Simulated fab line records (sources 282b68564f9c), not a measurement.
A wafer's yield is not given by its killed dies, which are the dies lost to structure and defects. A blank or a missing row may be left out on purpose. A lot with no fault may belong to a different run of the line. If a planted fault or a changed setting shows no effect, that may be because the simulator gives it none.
Lot-split experiment | flow ritCmos | 5 lots, 23 wafers read, on a route of 202 steps

== THE SPLIT ITSELF ==
At RIT_SILICIDE_SPUTTER_01 (material Ti, target thk 30 nm, time 240 s), the setting chamberPressurePa was moved away from the recipe's 0.667 Pa on 15 of the 23 wafers read, by +6.9% to +11.7%. For the rest of the wafers, this setting stayed at what the recipe calls for.

Split to reading: the file shows no intervening step.

== THE READING ==
SILICIDE_TI_RS in ohm/sq, measured at RIT_SILICIDE_RS_MEAS_02 by four-point-probe. A value of 48.5 ohm/sq with a standard deviation of 0.65 ohm/sq is what fault-free wafers of this fab line usually give.

wafer  | tool, chamber at the split | chamberPressurePa as run, Pa | against the recipe | SILICIDE_TI_RS, ohm/sq | against lot-mates on the recipe
L074.2 | pvdSputter-03, -           | 0.667                        | recipe             | 48.9                   | -
L074.5 | pvdSputter-03, -           | 0.667                        | recipe             | 47.8                   | -
L074.6 | pvdSputter-03, -           | 0.667                        | recipe             | 47.9                   | -
L077.1 | pvdSputter-04, -           | 0.7251                       | +8.7%              | 57.5                   | no lot-mate on the recipe
L077.2 | pvdSputter-04, -           | 0.7251                       | +8.7%              | 58.1                   | no lot-mate on the recipe
L077.3 | pvdSputter-04, -           | 0.7251                       | +8.7%              | 57.8                   | no lot-mate on the recipe
L077.4 | pvdSputter-04, -           | 0.7251                       | +8.7%              | 59.1                   | no lot-mate on the recipe
L077.5 | pvdSputter-04, -           | 0.7251                       | +8.7%              | 58.4                   | no lot-mate on the recipe
L078.1 | pvdSputter-03, -           | 0.7131                       | +6.9%              | 57.4                   | no lot-mate on the recipe
L078.2 | pvdSputter-03, -           | 0.7131                       | +6.9%              | 56.1                   | no lot-mate on the recipe
L078.3 | pvdSputter-03, -           | 0.7131                       | +6.9%              | 55.9                   | no lot-mate on the recipe
L078.4 | pvdSputter-03, -           | 0.7131                       | +6.9%              | 55.9                   | no lot-mate on the recipe
L078.6 | pvdSputter-03, -           | 0.7131                       | +6.9%              | 56.5                   | no lot-mate on the recipe
L081.1 | pvdSputter-04, -           | 0.7452                       | +11.7%             | 63.4                   | no lot-mate on the recipe
L081.2 | pvdSputter-04, -           | 0.7452                       | +11.7%             | 64.0                   | no lot-mate on the recipe
L081.3 | pvdSputter-04, -           | 0.7452                       | +11.7%             | 63.8                   | no lot-mate on the recipe
L081.4 | pvdSputter-04, -           | 0.7452                       | +11.7%             | 62.3                   | no lot-mate on the recipe
L081.5 | pvdSputter-04, -           | 0.7452                       | +11.7%             | 63.8                   | no lot-mate on the recipe
L084.2 | pvdSputter-03, -           | 0.667                        | recipe             | 48.0                   | -
L084.3 | pvdSputter-03, -           | 0.667                        | recipe             | 48.0                   | -
L084.4 | pvdSputter-03, -           | 0.667                        | recipe             | 49.5                   | -
L084.5 | pvdSputter-03, -           | 0.667                        | recipe             | 49.0                   | -
L084.6 | pvdSputter-03, -           | 0.667                        | recipe             | 48.3                   | -

FIT RESULTS
A straight line over all 23 wafers: SILICIDE_TI_RS changes by +1.23 ohm/sq for each +1% of chamberPressurePa; r = +0.99; the points scatter about the line by 0.84 ohm/sq.
Too few moved wafers have a lot-mate on the recipe to fit a line with each lot's own level taken away.

== THE FILE'S OWN FIT ==
SILICIDE_TI_RS changes by +1.24 ohm/sq for each +1% of chamberPressurePa, r = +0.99.
